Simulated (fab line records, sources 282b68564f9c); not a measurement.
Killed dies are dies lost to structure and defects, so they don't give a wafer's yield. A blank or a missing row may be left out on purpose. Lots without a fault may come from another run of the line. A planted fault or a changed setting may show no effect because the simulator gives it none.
Which tool did it? | flow rit_cmos | 12 lots, 36 wafers sampled, at 3 steps of a route of 202

WHAT THE GAUGES READ, wafer by wafer
RIT_M1_RS_MEAS_01: measures by four-point-probe. Usual: M1_AL_RS 0.0733 ohm/sq, standard deviation 0.00074.
lot  | measured    | on            | M1_AL_RS (ohm/sq)    | flag
L362 | day 3 08:31 | film_metro-04 | 0.0740 0.0738 0.0742 |
L363 | day 3 16:26 | film_metro-04 | 0.0752 0.0743 0.0751 |
L365 | day 4 01:23 | film_metro-02 | 0.0732 0.0740 0.0734 |
L364 | day 4 01:46 | film_metro-04 | 0.0737 0.0728 0.0727 |
L366 | day 4 03:05 | film_metro-03 | 0.0736 0.0731 0.0733 |
L367 | day 4 07:33 | film_metro-04 | 0.0726 0.0731 0.0733 |
L376 | day 6 03:47 | film_metro-04 | 0.0714 0.0441 0.0717 | OFF
L377 | day 6 08:28 | film_metro-04 | 0.0738 0.0735 0.0732 |
L379 | day 6 21:14 | film_metro-03 | 0.0744 0.0737 0.0744 |
L381 | day 7 04:47 | film_metro-04 | 0.0738 0.0738 0.0729 |
L383 | day 7 15:08 | film_metro-02 | 0.0732 0.0737 0.0736 |
L385 | day 8 00:17 | film_metro-03 | 0.0726 0.0727 0.0733 |

RIT_M1_THK_MEAS_02: measures by xrf. Usual: M1_AL_THK 405 nm, standard deviation 4.4.
lot  | measured    | on            | M1_AL_THK (nm) | flag
L362 | day 3 08:38 | film_metro-04 | 402 401 400    |
L363 | day 3 16:32 | film_metro-04 | 395 401 395    |
L365 | day 4 01:30 | film_metro-02 | 408 404 409    |
L364 | day 4 01:53 | film_metro-04 | 400 401 403    |
L366 | day 4 03:11 | film_metro-03 | 404 406 406    |
L367 | day 4 07:39 | film_metro-04 | 403 402 400    |
L376 | day 6 03:53 | film_metro-04 | 416 668 415    | OFF
L377 | day 6 08:34 | film_metro-04 | 403 405 408    |
L379 | day 6 21:21 | film_metro-03 | 396 404 398    |
L381 | day 7 04:55 | film_metro-04 | 405 403 407    |
L383 | day 7 15:14 | film_metro-02 | 406 405 404    |
L385 | day 8 00:23 | film_metro-03 | 407 407 405    |

WHICH TOOL RAN EACH LOT (tool, then ch and the chambers of the sampled wafers, then the start)
lot  | RIT_M1_SPUTTER_00
L362 | pvd_sputter-04, day 3 08:13
L363 | pvd_sputter-03, day 3 16:07
L365 | pvd_sputter-03, day 4 01:05
L364 | pvd_sputter-01, day 4 01:28
L366 | pvd_sputter-04, day 4 02:44
L367 | pvd_sputter-03, day 4 07:13
L376 | pvd_sputter-03, day 6 03:25
L377 | pvd_sputter-01, day 6 08:08
L379 | pvd_sputter-01, day 6 20:56
L381 | pvd_sputter-04, day 7 04:30
L383 | pvd_sputter-01, day 7 14:47
L385 | pvd_sputter-01, day 7 23:58
- RIT_M1_SPUTTER_00: material Al, target thk 400 nm, time 500 s.

WHAT THE TOOLS THEMSELVES READ (means of the sampled wafers that have a number; where no wafer has one, the mark that the record gives instead)
RIT_M1_SPUTTER_00. Usual: throttle_valve_pct 29.8 %, standard deviation 1.
lot  | tool           | throttle_valve_pct (%) | flag
L362 | pvd_sputter-04 | 30.5                   |
L363 | pvd_sputter-03 | 29.6                   |
L365 | pvd_sputter-03 | 29.3                   |
L364 | pvd_sputter-01 | 29.3                   |
L366 | pvd_sputter-04 | 30.5                   |
L367 | pvd_sputter-03 | 29.4                   |
L376 | pvd_sputter-03 | 29.2                   |
L377 | pvd_sputter-01 | 28.6                   |
L379 | pvd_sputter-01 | 29.2                   |
L381 | pvd_sputter-04 | 31.7                   |
L383 | pvd_sputter-01 | 29.2                   |
L385 | pvd_sputter-01 | 29.8                   |

THE ANSWER, worked out from the rows above alone
Rule: a lot is off if the mean of its wafers that have a number lies more than 3 standard deviations from the usual mean. A lot without any number at a reading at which 4 lots or more have one is off too. The other lots that the step has rows for count as sound. The gauges are gone through in route order, then the tools' own readings, and for those a lot's mean is taken as printed above. The first step at which some lot is off is used, and at that step the reading that is off furthest; a lot without a number counts as furthest.
Off: L376, at RIT_M1_RS_MEAS_01 (M1_AL_RS).
A tool fits if, at a process step before that reading, it ran every lot that is off, and no sound lot after the first of them. The gauges at RIT_M1_RS_MEAS_01 are tried like those tools. One fits: pvd_sputter-03 at RIT_M1_SPUTTER_00. Its last sound lot is L367 (day 4 07:13), its first lot that is off L376 (day 6 03:25): a fault that began between those two fits.

WHAT THE SIMULATOR HAD PUT IN
Process parameter drift: pvd_sputter-03, from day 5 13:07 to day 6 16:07, at RIT_M1_SPUTTER_00. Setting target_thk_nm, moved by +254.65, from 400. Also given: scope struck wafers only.
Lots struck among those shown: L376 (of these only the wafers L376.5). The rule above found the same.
